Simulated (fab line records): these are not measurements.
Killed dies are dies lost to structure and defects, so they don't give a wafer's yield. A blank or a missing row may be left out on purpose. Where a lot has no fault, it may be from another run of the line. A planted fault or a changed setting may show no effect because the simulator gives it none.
Matching of chambers / flow berkeleyCmos170 / UCB170_CONTACT_ETCH_17 on rieDiel-03 has 4 sister chambers
The step etches BARC in N2/H2. 4 wafers are shown with their chamber, then 7 later ones without.

== EACH WAFER AND ITS CHAMBER ==
wafer=L373.6; chamber=2; throttleValvePct (%)=12.85
wafer=L385.6; chamber=3; throttleValvePct (%)=13.09
wafer=L390.2; chamber=0; throttleValvePct (%)=13.30
wafer=L390.4; chamber=1; throttleValvePct (%)=13.54

== WAFERS WHOSE CHAMBER IS MISSING ==
wafer=L390.5; throttleValvePct (%)=13.11
wafer=L388.2; throttleValvePct (%)=13.09
wafer=L388.3; throttleValvePct (%)=12.84
wafer=L388.5; throttleValvePct (%)=12.85
wafer=L393.1; throttleValvePct (%)=13.55
wafer=L393.3; throttleValvePct (%)=12.87
wafer=L393.4; throttleValvePct (%)=13.31

== WHICH CHAMBER EACH WENT THROUGH ==
wafer=L390.5; from the rows above=3; in truth=3
wafer=L388.2; from the rows above=3; in truth=3
wafer=L388.3; from the rows above=2; in truth=2
wafer=L388.5; from the rows above=2; in truth=2
wafer=L393.1; from the rows above=1; in truth=1
wafer=L393.3; from the rows above=2; in truth=2
wafer=L393.4; from the rows above=0; in truth=0
Placed correctly: 7 of 7. From these rows, 0 cannot be placed. Placed wrongly: 0.
How it was worked out, from the rows above alone: a wafer's distance from a chamber is the root of the sum, over the readings, of the square of ((its reading less the chamber's mean) divided by the reading's scatter). The wafer belongs to the nearest chamber; if the next one is less than 2 further off, it can't be placed. Each chamber's mean is taken over the wafers shown for it. The scatter (one wafer shown for each chamber): square how far every hidden wafer sits from the nearest shown wafer, average those squares and take the square root.
